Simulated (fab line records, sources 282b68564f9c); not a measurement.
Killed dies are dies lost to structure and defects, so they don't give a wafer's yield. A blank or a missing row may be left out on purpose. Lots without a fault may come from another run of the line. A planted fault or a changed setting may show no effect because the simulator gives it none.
Tool commonality check | flow rit_cmos | 13 lots, 39 wafers sampled

WHY IT WAS OPENED
At RIT_GATE_CD_MEAS_16 the reading cd_nm is flagged on 1 of 13 lots. Wafers without a fault read 149.1 nm, standard deviation 2.2.
Rule: a lot is flagged when every wafer of it that has a number lies more than 4 standard deviations from that mean, or none has a number. The other lots count as sound.

lot  | measured    | on        | cd_nm (nm), wafer by wafer | flag
L134 | day 2 22:13 | cd_sem-02 | 151.4 152.2 150.6          |
L137 | day 3 13:28 | cd_sem-02 | 150.3 150.9 145.3          |
L140 | day 4 05:26 | cd_sem-02 | 146.4 148.1 148.7          |
L141 | day 4 06:29 | cd_sem-02 | 148.5 148.7 149.1          |
L142 | day 4 08:10 | cd_sem-02 | 150.2 149.9 148.6          |
L144 | day 4 20:29 | cd_sem-01 | 150.6 150.5 154.8          |
L145 | day 4 21:35 | cd_sem-01 | 148.8 148.8 148.5          |
L146 | day 5 10:20 | cd_sem-02 | 144.4 144.7 146.8          |
L147 | day 5 14:13 | cd_sem-01 | 146.1 149.0 148.1          |
L148 | day 6 01:41 | cd_sem-02 | 148.2 146.0 148.6          |
L149 | day 6 01:58 | cd_sem-01 | 190.5 192.1 191.8          | FLAGGED
L150 | day 6 03:19 | cd_sem-01 | 148.5 146.2 144.5          |
L153 | day 6 16:39 | cd_sem-01 | 150.8 151.7 151.3          |
The numbers of the flagged lots are 191.5 nm on average: +42.4 nm against the usual, or +19 standard deviations.

WHICH TOOL RAN EACH LOT
The record holds 1 process step before the reading, out of a route of 202 steps. In each cell: the tool, then ch and the chambers that the sampled wafers went through, then the start.
lot  | flag    | RIT_GATE_EXPOSE_13
L134 |         | iline_stepper-01 ch 0, day 2 21:44
L137 |         | iline_stepper-01 ch 0, day 3 13:04
L140 |         | iline_stepper-02 ch 0, day 4 05:02
L141 |         | iline_stepper-01 ch 0, day 4 06:05
L142 |         | iline_stepper-02 ch 0, day 4 07:44
L144 |         | iline_stepper-01 ch 0, day 4 20:02
L145 |         | iline_stepper-01 ch 0, day 4 21:11
L146 |         | iline_stepper-01 ch 0, day 5 09:56
L147 |         | iline_stepper-01 ch 0, day 5 13:49
L148 |         | iline_stepper-02 ch 0, day 6 01:17
L149 | FLAGGED | iline_stepper-01 ch 0, day 6 01:32
L150 |         | iline_stepper-01 ch 0, day 6 02:47
L153 |         | iline_stepper-01 ch 0, day 6 16:15
What these steps do:
- RIT_GATE_EXPOSE_13: exposes mask M6, target cd 150 nm.
- RIT_GATE_CD_MEAS_16: target cd 150 nm.

FLAGGED OVER TOTAL, TOOL BY TOOL (the gauges that took the reading come last)
step                | tool             | lots run | flagged | share of the flagged lots | sound lots run after its first flagged lot
RIT_GATE_EXPOSE_13  | iline_stepper-01 | 10       | 1       | all                       | 2 (L150,L153)
RIT_GATE_EXPOSE_13  | iline_stepper-02 | 3        | 0       | none                      | -
RIT_GATE_CD_MEAS_16 | cd_sem-01        | 6        | 1       | all                       | 2 (L150,L153)
RIT_GATE_CD_MEAS_16 | cd_sem-02        | 7        | 0       | none                      | -

WHAT THE TABLE ALLOWS
2 rows of the table ran every flagged lot: iline_stepper-01 at RIT_GATE_EXPOSE_13, cd_sem-01 at RIT_GATE_CD_MEAS_16.
- iline_stepper-01 at RIT_GATE_EXPOSE_13: 1 of its 10 lots flagged. Sound lots ran on it after the first flagged one (L150, L153), which a lasting fault on the whole tool wouldn't allow.
- cd_sem-01 at RIT_GATE_CD_MEAS_16: 1 of its 6 lots flagged. Sound lots ran on it after the first flagged one (L150, L153), which a lasting fault on the whole tool wouldn't allow.
No row of the table ran every flagged lot and no sound lot after the first.

WHAT THE SIMULATOR HAD PUT IN
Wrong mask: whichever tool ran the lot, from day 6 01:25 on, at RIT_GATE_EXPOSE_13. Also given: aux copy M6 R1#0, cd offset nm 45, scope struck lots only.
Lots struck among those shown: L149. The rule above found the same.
